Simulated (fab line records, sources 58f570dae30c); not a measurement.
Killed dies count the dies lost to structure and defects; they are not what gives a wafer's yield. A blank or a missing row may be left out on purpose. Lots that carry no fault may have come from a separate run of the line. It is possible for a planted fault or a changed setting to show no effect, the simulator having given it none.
fab line records + flow berkeley-cmos170
record:
- lots: 15
- wafers: 45
- last-day: 11
route steps=331 shown GATE@127 NLDD@168 SILICIDE@213
lots untouched by any fault: they come from a run of this same line in which no faults occurred
start-h: the number of hours between the record's first day and the start of the first shown wafer of the lot + wait-h: hours from the lot's prior step to this one + " repeats the value in the row above + L1.1+2: several wafers, shown together as one row + - no value present, or no start provided + * or withheld: withheld + < > ~ a bound
route shown NAME@n: a module of which the file shows steps, and the number in the route of the first + usual: mean/standard deviation of fault-free wafers + same: alike in all rows + chamber/n: place in a boat + sites: each site's reading + _std_site: standard deviation across them + _edge_site: the outer-site mean with the inner-site mean subtracted + radius-mm: for every site, how far away it sits from the centre of the wafer + mask NAME#n: copy n + behind: tool/chamber where the wafer was last shaped + hold: why the lot was held/for how many hours/how that ended + device: the transistor (n, p or np) that didn't switch + end of line: the route-end tests of the same wafers + a step given without rows: its recipe and nothing more + killed: not the wafer's yield, but the dies lost to structure and defects at the first sort + map: the dies of a wafer, with x for killed, . for not killed, _ for no die there
set.NAME: the setting the step ran with; set.NAME@STEP: the setting that earlier step ran with + model.NAME: the simulator's own value behind a step, which no gauge read
the route's steps for a sample of lots (tables are steps, rows are wafers)
services: the hour from which a tool's chamber was out of use, counted from the record's first day as start-h (under 0 if before that day), plus the number of hours and why
== steps ==
step: UCB170_GATE_OXIDATION_01
recipe:
- temp-c: 850
- ambient: O2
- target-thk-a: 66
- ox-time-s: 1800
usual:
- spike-tc-centre-C: 852.4/0.99
- spike-tc-load-C: 874.9/1.7
- spike-tc-source-C: 872.8/2.8
- tube-center-temp-C: 850.01/0.082
- tube_center_temp_C_max: 852.2/0.34
- zone-power-source-pct: 24.5/2.8
| lot.wafer | tool       | chamber | start-h | wait-h | spike-tc-centre-C | spike-tc-load-C | spike-tc-source-C | tube-center-temp-C | tube_center_temp_C_max | zone-power-source-pct |
|-----------|------------|---------|---------|--------|-------------------|-----------------|-------------------|--------------------|------------------------|-----------------------|
| L716.2    | furnace-02 | 0       | 144.85  | 4.5    | 853.6             | 873.1           | 871.6             | 849.96             | 852.3                  | 24.0                  |
| L716.5    | "          | 0       | "       | "      | 852.0             | 873.9           | 870.4             | 849.97             | 852.2                  | 24.3                  |
| L716.6    | "          | 0       | "       | "      | 852.4             | 874.1           | 869.9             | 849.91             | 851.9                  | 24.1                  |
| L717.1    | furnace-02 | 0       | 160.61  | 3.6    | 852.7             | 874.4           | 872.2             | 850.02             | 851.8                  | 24.2                  |
| L717.3    | "          | 0       | "       | "      | 853.1             | 873.9           | 871.3             | 849.86             | 852.0                  | 24.5                  |
| L717.4    | "          | 0       | "       | "      | 852.5             | 873.9           | 872.6             | 850.12             | 852.2                  | 24.2                  |
| L718.1    | furnace-02 | 0       | 160.61  | 3.5    | 852.7             | 873.9           | 871.8             | 850.05             | 851.9                  | 24.4                  |
| L718.2    | "          | 0       | "       | "      | 852.2             | 873.8           | 871.8             | 849.95             | 852.2                  | 24.3                  |
| L718.6    | "          | 0       | "       | "      | 851.9             | 873.8           | 872.3             | 850.05             | 852.0                  | 24.3                  |
| L719.3    | furnace-02 | 0       | 160.61  | 3.5    | 851.8             | 872.5           | 870.7             | 850.02             | 852.2                  | 24.0                  |
| L719.5    | "          | 0       | "       | "      | 852.8             | 875.1           | 871.8             | 849.93             | 851.9                  | 24.2                  |
| L719.6    | "          | 0       | "       | "      | 851.5             | 874.6           | 869.4             | 849.96             | 851.9                  | 24.4                  |
| L720.3    | furnace-02 | 0       | 160.61  | 3.6    | 853.7             | 873.6           | 871.2             | 849.92             | 852.2                  | 24.3                  |
| L720.5    | "          | 0       | "       | "      | 851.4             | 874.4           | 872.0             | 850.02             | 852.4                  | 24.0                  |
| L720.6    | "          | 0       | "       | "      | 852.1             | 874.6           | 870.7             | 849.94             | 852.1                  | 23.9                  |
| L721.1    | furnace-01 | 0       | 172.86  | 3.7    | 852.4             | 876.7           | 878.2             | 850.06             | 852.3                  | 28.3                  |
| L721.2    | "          | 0       | "       | "      | 852.0             | 874.7           | 877.1             | 850.08             | 852.2                  | 28.4                  |
| L721.6    | "          | 0       | "       | "      | 852.3             | 875.2           | 877.9             | 850.06             | 852.7                  | 28.4                  |
| L722.1    | furnace-01 | 0       | 183.69  | 5.1    | 853.6             | 874.9           | 876.1             | 850.06             | 852.3                  | 28.3                  |
| L722.5    | "          | 0       | "       | "      | 853.1             | 876.9           | 876.6             | 849.91             | 851.6                  | 28.3                  |
| L722.6    | "          | 0       | "       | "      | 852.3             | 874.1           | 876.6             | 850.06             | 852.7                  | 27.9                  |
| L723.2    | furnace-01 | 0       | 183.69  | 5.4    | 852.5             | 874.2           | 878.5             | 850                | 852.5                  | 27.6                  |
| L723.5    | "          | 0       | "       | "      | 852.8             | 875.9           | 877.5             | 850                | 851.8                  | 27.9                  |
| L723.6    | "          | 0       | "       | "      | 853.7             | 874.3           | 876.5             | 850                | 852.5                  | 28.3                  |
| L725.4    | furnace-01 | 0       | 195.06  | 4.1    | 854.9             | 873.9           | 877.4             | 849.87             | 852.8                  | 27.9                  |
| L725.5    | "          | 0       | "       | "      | 851.8             | 875.8           | 877.5             | 849.93             | 852.9                  | 27.6                  |
| L725.6    | "          | 0       | "       | "      | 851.7             | 875.8           | 876.8             | 850.01             | 851.6                  | 28.3                  |
| L726.2    | furnace-01 | 0       | 195.06  | 4.1    | 853.1             | 876.5           | 878.7             | 850.13             | 852.0                  | 27.7                  |
| L726.3    | "          | 0       | "       | "      | 850.4             | 874.9           | 876.4             | 850.09             | 851.9                  | 28.3                  |
| L726.4    | "          | 0       | "       | "      | 852.5             | 876.5           | 877.2             | 849.8              | 851.8                  | 28.0                  |
| L727.2    | furnace-02 | 0       | 200.08  | 3.1    | 853.1             | 874.2           | 872.6             | 850.11             | 852.4                  | 24.5                  |
| L727.4    | "          | 0       | "       | "      | 852.5             | 872.9           | 869.2             | 850.05             | 852.4                  | 24.3                  |
| L727.5    | "          | 0       | "       | "      | 854.0             | 874.8           | 872.0             | 849.83             | 852.1                  | 24.2                  |
| L728.2    | furnace-02 | 0       | 200.08  | 3.3    | 853.2             | 874.2           | 872.2             | 849.99             | 851.7                  | 24.3                  |
| L728.5    | "          | 0       | "       | "      | 851.7             | 875.2           | 870.8             | 850.07             | 852.3                  | 24.7                  |
| L728.6    | "          | 0       | "       | "      | 853.0             | 874.5           | 869.7             | 850.04             | 852.1                  | 24.5                  |
| L729.2    | furnace-02 | 0       | 213.21  | 4.9    | 828.6             | 847.5           | 845.0             | 825.02             | 827.7                  | 22.4                  |
| L729.4    | "          | 0       | "       | "      | 827.5             | 849.2           | 845.3             | 824.92             | 826.9                  | 23.1                  |
| L729.5    | "          | 0       | "       | "      | 828.7             | 848.9           | 846.4             | 825.11             | 827.4                  | 23.3                  |
| L730.2    | furnace-02 | 0       | 213.21  | 4.4    | 828.5             | 848.3           | 844.6             | 824.84             | 826.6                  | 22.8                  |
| L730.4    | "          | 0       | "       | "      | 829.1             | 849.4           | 846.0             | 825.06             | 827.2                  | 22.7                  |
| L730.5    | "          | 0       | "       | "      | 829.2             | 848.8           | 844.8             | 825.03             | 827.9                  | 23.1                  |
| L732.3    | furnace-02 | 0       | 213.21  | 0.9    | 825.6             | 848.7           | 845.8             | 825.19             | 827.5                  | 22.6                  |
| L732.4    | "          | 0       | "       | "      | 824.9             | 847.5           | 844.5             | 825.14             | 827.4                  | 22.0                  |
| L732.6    | "          | 0       | "       | "      | 827.9             | 849.8           | 847.4             | 824.97             | 827.9                  | 22.6                  |
step: UCB170_GATE_THK_MEAS_02
recipe:
- reads: SiO2_of_GATE_OXIDATION_01
usual:
- GATE_OXIDE_THK: 6.61/0.11
| lot.wafer | tool          | chamber | start-h | wait-h | GATE_OXIDE_THK[nm] |
|-----------|---------------|---------|---------|--------|--------------------|
| L716.2    | film-metro-02 | -       | 146.42  | 0.1    | 6.74               |
| L716.5    | "             | -       | "       | "      | 6.92               |
| L716.6    | "             | -       | "       | "      | 6.84               |
| L717.1    | film-metro-02 | -       | 162.11  | 0.0    | 6.49               |
| L717.3    | "             | -       | "       | "      | 6.60               |
| L717.4    | "             | -       | "       | "      | 6.54               |
| L720.3    | film-metro-03 | -       | 162.16  | 0.0    | 6.69               |
| L720.5    | "             | -       | "       | "      | 6.77               |
| L720.6    | "             | -       | "       | "      | 6.71               |
| L718.1    | film-metro-02 | -       | 162.17  | 0.1    | 6.65               |
| L718.2    | "             | -       | "       | "      | 6.59               |
| L718.6    | "             | -       | "       | "      | 6.61               |
| L719.3    | film-metro-03 | -       | 162.22  | 0.1    | 6.72               |
| L719.5    | "             | -       | "       | "      | 6.51               |
| L719.6    | "             | -       | "       | "      | 6.52               |
| L721.1    | film-metro-01 | -       | 174.36  | 0.0    | 6.37               |
| L721.2    | "             | -       | "       | "      | 6.63               |
| L721.6    | "             | -       | "       | "      | 6.36               |
| L722.1    | film-metro-02 | -       | 185.19  | 0.0    | 6.55               |
| L722.5    | "             | -       | "       | "      | 6.74               |
| L722.6    | "             | -       | "       | "      | 6.65               |
| L723.2    | film-metro-03 | -       | 185.20  | 0.0    | 6.57               |
| L723.5    | "             | -       | "       | "      | 6.59               |
| L723.6    | "             | -       | "       | "      | 6.72               |
| L726.2    | film-metro-01 | -       | 196.57  | 0.0    | 6.57               |
| L726.3    | "             | -       | "       | "      | 6.46               |
| L726.4    | "             | -       | "       | "      | 6.58               |
| L725.4    | film-metro-03 | -       | 196.59  | 0.0    | 6.64               |
| L725.5    | "             | -       | "       | "      | 6.51               |
| L725.6    | "             | -       | "       | "      | 6.53               |
| L728.2    | film-metro-03 | -       | 201.59  | 0.0    | 6.85               |
| L728.5    | "             | -       | "       | "      | 6.85               |
| L728.6    | "             | -       | "       | "      | 6.78               |
| L727.2    | film-metro-03 | -       | 201.65  | 0.1    | 6.70               |
| L727.4    | "             | -       | "       | "      | 6.65               |
| L727.5    | "             | -       | "       | "      | 6.67               |
| L729.2    | film-metro-02 | -       | 214.72  | 0.0    | 4.84               |
| L729.4    | "             | -       | "       | "      | 4.87               |
| L729.5    | "             | -       | "       | "      | 4.84               |
| L730.2    | film-metro-01 | -       | 214.72  | 0.0    | 4.82               |
| L730.4    | "             | -       | "       | "      | 4.84               |
| L730.5    | "             | -       | "       | "      | 4.79               |
| L732.3    | film-metro-02 | -       | 214.79  | 0.1    | 4.86               |
| L732.4    | "             | -       | "       | "      | 4.79               |
| L732.6    | "             | -       | "       | "      | 4.82               |
step: UCB170_GATE_CD_MEAS_90
recipe:
- target-cd-nm: 350
usual:
- cd-nm: 350.6/1.7
| lot.wafer | tool      | chamber | start-h | wait-h | cd-nm |
|-----------|-----------|---------|---------|--------|-------|
| L716.2    | cd-sem-02 | -       | 156.72  | 0.1    | 349.4 |
| L716.5    | "         | -       | "       | "      | 350.8 |
| L716.6    | "         | -       | "       | "      | 349.5 |
| L717.1    | cd-sem-02 | -       | 171.17  | 0.1    | 349.7 |
| L717.3    | "         | -       | "       | "      | 351.6 |
| L717.4    | "         | -       | "       | "      | 352.3 |
| L718.1    | cd-sem-01 | -       | 171.25  | 0.1    | 350.2 |
| L718.2    | "         | -       | "       | "      | 349.4 |
| L718.6    | "         | -       | "       | "      | 349.7 |
| L720.3    | cd-sem-02 | -       | 171.45  | 0.1    | 348.7 |
| L720.5    | "         | -       | "       | "      | 349.8 |
| L720.6    | "         | -       | "       | "      | 351.9 |
| L719.3    | cd-sem-02 | -       | 171.68  | 0.1    | 355.8 |
| L719.5    | "         | -       | "       | "      | 352.8 |
| L719.6    | "         | -       | "       | "      | 353.5 |
| L721.1    | cd-sem-01 | -       | 183.69  | 0.1    | 350.1 |
| L721.2    | "         | -       | "       | "      | 351.3 |
| L721.6    | "         | -       | "       | "      | 350.8 |
| L723.2    | cd-sem-01 | -       | 196.25  | 0.2    | 352.5 |
| L723.5    | "         | -       | "       | "      | 348.5 |
| L723.6    | "         | -       | "       | "      | 352.5 |
| L722.1    | cd-sem-02 | -       | 196.45  | 0.1    | 349.6 |
| L722.5    | "         | -       | "       | "      | 347.4 |
| L722.6    | "         | -       | "       | "      | 348.9 |
| L725.4    | cd-sem-02 | -       | 203.97  | 0.1    | 349.6 |
| L725.5    | "         | -       | "       | "      | 349.8 |
| L725.6    | "         | -       | "       | "      | 348.7 |
| L726.2    | cd-sem-02 | -       | 204.14  | 0.1    | 353.1 |
| L726.3    | "         | -       | "       | "      | 353.2 |
| L726.4    | "         | -       | "       | "      | 349.8 |
| L727.2    | cd-sem-02 | -       | 211.81  | 0.1    | 349.4 |
| L727.4    | "         | -       | "       | "      | 351.3 |
| L727.5    | "         | -       | "       | "      | 348.1 |
| L728.2    | cd-sem-01 | -       | 211.95  | 0.1    | 350.3 |
| L728.5    | "         | -       | "       | "      | 348.2 |
| L728.6    | "         | -       | "       | "      | 351.0 |
| L732.3    | cd-sem-02 | -       | 225.32  | 0.1    | 349.4 |
| L732.4    | "         | -       | "       | "      | 352.3 |
| L732.6    | "         | -       | "       | "      | 350.5 |
| L729.2    | cd-sem-02 | -       | 225.42  | 0.1    | 350.5 |
| L729.4    | "         | -       | "       | "      | 351.6 |
| L729.5    | "         | -       | "       | "      | 348.7 |
| L730.2    | cd-sem-01 | -       | 225.53  | 0.1    | 348.4 |
| L730.4    | "         | -       | "       | "      | 349.2 |
| L730.5    | "         | -       | "       | "      | 350.3 |
step: UCB170_NLDD_STRIP_10
recipe:
- chemistry: O2
- power-w: 400
- pressure-mtorr: 3500
- platen-temp-c: withheld
- o2-flow-sccm: 400
- overash-fraction: 0.5
usual:
- drypump-motor-current-A: 6.25/0.27
- o2-flow-sccm: 399.8/1.3
- oes-product-au: 0.734/0.0048
- strip-time-to-endpoint-s: 21.62/0.064
| lot.wafer | tool            | chamber | start-h | wait-h | drypump-motor-current-A | o2-flow-sccm | oes-product-au | rf-hours-counter-h | strip-time-to-endpoint-s |
|-----------|-----------------|---------|---------|--------|-------------------------|--------------|----------------|--------------------|--------------------------|
| L716.2    | plasma-asher-03 | 1       | 160.56  | 0.1    | 5.75                    | 402.4        | 0.735          | 4                  | 21.59                    |
| L716.5    | "               | 1       | "       | "      | 5.77                    | 400.5        | 0.740          | -                  | 21.61                    |
| L716.6    | "               | 0       | "       | "      | 6.40                    | 399.7        | 0.729          | -                  | 21.59                    |
| L717.1    | plasma-asher-03 | 1       | 175.54  | 0.1    | 5.76                    | 400.6        | 0.729          | 5                  | 21.66                    |
| L717.3    | "               | 1       | "       | "      | 5.77                    | 402.7        | 0.730          | -                  | 21.63                    |
| L717.4    | "               | 0       | "       | "      | 6.46                    | 397.5        | 0.737          | -                  | 21.60                    |
| L720.3    | plasma-asher-02 | 1       | 175.81  | 0.1    | 6.56                    | 398.7        | 0.731          | -                  | 21.59                    |
| L720.5    | "               | 0       | "       | "      | 6.37                    | 399.9        | 0.733          | -                  | 21.65                    |
| L720.6    | "               | 1       | "       | "      | 6.55                    | 398.2        | 0.733          | -                  | 21.55                    |
| L718.1    | plasma-asher-01 | 0       | 176.02  | 0.1    | 6.19                    | 398.1        | 0.741          | 41                 | 21.69                    |
| L718.2    | "               | 1       | "       | "      | 6.36                    | 398.8        | 0.735          | 41                 | 21.66                    |
| L718.6    | "               | 0       | "       | "      | 6.19                    | 399.5        | 0.728          | -                  | 21.68                    |
| L719.3    | plasma-asher-03 | 1       | 176.29  | 0.1    | 5.73                    | 401.0        | 0.728          | -                  | 21.57                    |
| L719.5    | "               | 1       | "       | "      | 5.76                    | 402.3        | 0.732          | -                  | 21.64                    |
| L719.6    | "               | 0       | "       | "      | 6.43                    | 400.7        | 0.740          | -                  | 21.56                    |
| L721.1    | plasma-asher-01 | 0       | 188.43  | 0.1    | 6.19                    | 399.7        | 0.734          | 42                 | 21.62                    |
| L721.2    | "               | 1       | "       | "      | 6.32                    | 401.0        | 0.738          | 42                 | 21.59                    |
| L721.6    | "               | 0       | "       | "      | 6.19                    | 397.3        | 0.734          | -                  | 21.57                    |
| L723.2    | plasma-asher-03 | 0       | 200.70  | 0.1    | 6.45                    | 400.0        | 0.741          | 8                  | 21.67                    |
| L723.5    | "               | 0       | "       | "      | 6.40                    | 398.1        | 0.723          | -                  | 21.68                    |
| L723.6    | "               | 1       | "       | "      | 5.76                    | 401.3        | 0.735          | -                  | 21.68                    |
| L722.1    | plasma-asher-01 | 0       | 201.74  | 0.1    | 6.18                    | 397.2        | 0.730          | 44                 | 21.61                    |
| L722.5    | "               | 1       | "       | "      | 6.33                    | 399.0        | 0.737          | -                  | 21.62                    |
| L722.6    | "               | 0       | "       | "      | 6.21                    | 399.8        | 0.727          | -                  | 21.59                    |
| L725.4    | plasma-asher-02 | 0       | 208.23  | 0.1    | 6.35                    | 400.5        | 0.727          | -                  | 21.62                    |
| L725.5    | "               | 0       | "       | "      | 6.36                    | 398.4        | 0.720          | -                  | 21.75                    |
| L725.6    | "               | 1       | "       | "      | 6.54                    | 397.8        | 0.737          | -                  | 21.67                    |
| L726.2    | plasma-asher-03 | 0       | 208.92  | 0.1    | 6.46                    | 399.5        | 0.723          | 9                  | 21.72                    |
| L726.3    | "               | 0       | "       | "      | 6.44                    | 402.2        | 0.742          | -                  | 21.67                    |
| L726.4    | "               | 1       | "       | "      | 5.75                    | 400.1        | 0.740          | -                  | 21.66                    |
| L727.2    | plasma-asher-01 | 0       | 215.93  | 0.1    | 6.19                    | 396.6        | 0.731          | 45                 | 21.51                    |
| L727.4    | "               | 0       | "       | "      | 6.17                    | 399.7        | 0.730          | -                  | 21.55                    |
| L727.5    | "               | 0       | "       | "      | 6.20                    | 401.2        | 0.737          | -                  | 21.50                    |
| L728.2    | plasma-asher-03 | 0       | 216.17  | 0.1    | 6.44                    | 400.6        | 0.734          | 10                 | 21.64                    |
| L728.5    | "               | 1       | "       | "      | 5.75                    | 398.2        | 0.740          | -                  | 21.67                    |
| L728.6    | "               | 0       | "       | "      | 6.43                    | 401.7        | 0.730          | -                  | 21.68                    |
| L732.3    | plasma-asher-01 | 0       | 230.58  | 0.1    | 6.19                    | 400.6        | 0.735          | -                  | 21.63                    |
| L732.4    | "               | 1       | "       | "      | 6.42                    | 400.1        | 0.730          | -                  | 21.66                    |
| L732.6    | "               | 1       | "       | "      | 6.39                    | 398.4        | 0.741          | -                  | 21.61                    |
| L730.2    | plasma-asher-02 | 0       | 230.82  | 0.1    | 6.37                    | 399.1        | 0.731          | 47                 | 21.74                    |
| L730.4    | "               | 1       | "       | "      | 6.56                    | 400.0        | 0.737          | -                  | 21.72                    |
| L730.5    | "               | 0       | "       | "      | 6.36                    | 401.2        | 0.740          | -                  | 21.68                    |
| L729.2    | plasma-asher-01 | 0       | 231.36  | 0.1    | 6.20                    | 401.9        | 0.741          | 47                 | 21.63                    |
| L729.4    | "               | 0       | "       | "      | 6.20                    | 400.6        | 0.732          | -                  | 21.59                    |
| L729.5    | "               | 0       | "       | "      | 6.18                    | 401.3        | 0.739          | -                  | 21.60                    |
step: UCB170_SILICIDE_THK_MEAS_03
recipe:
- thk-meas-gauge: xrf
- reads: Ti_of_SILICIDE_SPUTTER_01
usual:
- SILICIDE_TI_THK: 29.6/0.37
| lot.wafer | tool          | chamber | start-h | wait-h | SILICIDE_TI_THK[nm] |
|-----------|---------------|---------|---------|--------|---------------------|
| L716.2    | film-metro-01 | -       | 174.84  | 0.1    | 29.3                |
| L716.5    | "             | -       | "       | "      | 29.2                |
| L716.6    | "             | -       | "       | "      | 29.8                |
| L717.1    | film-metro-01 | -       | 187.10  | 0.1    | 29.7                |
| L717.3    | "             | -       | "       | "      | 30.0                |
| L717.4    | "             | -       | "       | "      | 30.4                |
| L718.1    | film-metro-01 | -       | 187.86  | 0.1    | 29.2                |
| L718.2    | "             | -       | "       | "      | 29.7                |
| L718.6    | "             | -       | "       | "      | 29.6                |
| L720.3    | film-metro-03 | -       | 188.27  | 0.1    | 29.5                |
| L720.5    | "             | -       | "       | "      | 29.6                |
| L720.6    | "             | -       | "       | "      | 29.2                |
| L719.3    | film-metro-01 | -       | 188.71  | 0.1    | 28.9                |
| L719.5    | "             | -       | "       | "      | 29.4                |
| L719.6    | "             | -       | "       | "      | 29.2                |
| L721.1    | film-metro-04 | -       | 201.61  | 0.1    | 29.8                |
| L721.2    | "             | -       | "       | "      | 29.5                |
| L721.6    | "             | -       | "       | "      | 29.7                |
| L722.1    | film-metro-01 | -       | 213.12  | 0.1    | 29.6                |
| L722.5    | "             | -       | "       | "      | 29.5                |
| L722.6    | "             | -       | "       | "      | 29.6                |
| L723.2    | film-metro-01 | -       | 213.58  | 0.1    | 29.9                |
| L723.5    | "             | -       | "       | "      | 29.2                |
| L723.6    | "             | -       | "       | "      | 30.0                |
| L725.4    | film-metro-01 | -       | 221.49  | 0.1    | 29.5                |
| L725.5    | "             | -       | "       | "      | 29.3                |
| L725.6    | "             | -       | "       | "      | 29.8                |
| L726.2    | film-metro-04 | -       | 221.75  | 0.1    | 29.7                |
| L726.3    | "             | -       | "       | "      | 30.2                |
| L726.4    | "             | -       | "       | "      | 29.6                |
| L728.2    | film-metro-01 | -       | 231.78  | 0.1    | 29.4                |
| L728.5    | "             | -       | "       | "      | 29.4                |
| L728.6    | "             | -       | "       | "      | 29.6                |
| L727.2    | film-metro-03 | -       | 231.95  | 0.1    | 29.7                |
| L727.4    | "             | -       | "       | "      | 29.8                |
| L727.5    | "             | -       | "       | "      | 29.9                |
| L732.3    | film-metro-01 | -       | 243.62  | 0.1    | 28.9                |
| L732.4    | "             | -       | "       | "      | 29.1                |
| L732.6    | "             | -       | "       | "      | 29.2                |
| L729.2    | film-metro-01 | -       | 243.79  | 0.1    | 29.7                |
| L729.4    | "             | -       | "       | "      | 29.4                |
| L729.5    | "             | -       | "       | "      | 29.3                |
| L730.2    | film-metro-04 | -       | 244.12  | 0.1    | 29.3                |
| L730.4    | "             | -       | "       | "      | 29.7                |
| L730.5    | "             | -       | "       | "      | 29.4                |
== services ==
| tool            | chamber | start-h | hours | kind   |
|-----------------|---------|---------|-------|--------|
| plasma-asher-03 | -       | 121.00  | 0.4   | repair |
| furnace-02      | -       | 126.89  | 4.3   | pm     |
| plasma-asher-02 | -       | 162.91  | 2.0   | repair |
| plasma-asher-03 | -       | 172.13  | 2.8   | pm     |
| plasma-asher-01 | -       | 211.73  | 2.3   | repair |
== key ==
first-sign:
- step: UCB170_GATE_OXIDATION_01
- reading: tube-center-temp-C
- direction: down
- sigmas: 99+
- usual: *
- struck: *
effect:
- step: UCB170_GATE_OXIDATION_01
- reading: tube_center_temp_C_max
- direction: down
- sigmas: 72
- usual: *
- struck: *
effect:
- step: UCB170_GATE_THK_MEAS_02
- reading: GATE_OXIDE_THK
- direction: down
- sigmas: 16
- usual: 6.61
- struck: 4.83
met-at UCB170_GATE_OXIDATION_01
struck-lots L729,L730,L732
tester-left-out L729,L730,L732
not-acting-at UCB170_GATE_CD_MEAS_90,UCB170_NLDD_STRIP_10,UCB170_SILICIDE_THK_MEAS_03
onset-between 200.08 213.21
fault:
- kind: process-parameter-drift
- tool: furnace-02
- chamber: -
- onset-h: 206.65
- steps: UCB170_GATE_OXIDATION_01
- channel: temp-c
- offset: *
- shape: step
- end-h: 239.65
- acts-in: *
- stated: *
tester-left-out: of these lots the tester's yield and bins aren't shown, on N5 and GAA mostly nor the transistor test; their killed dies are dies lost to structure and defects alone, not to doping, threshold or leakage, so they don't give the yield
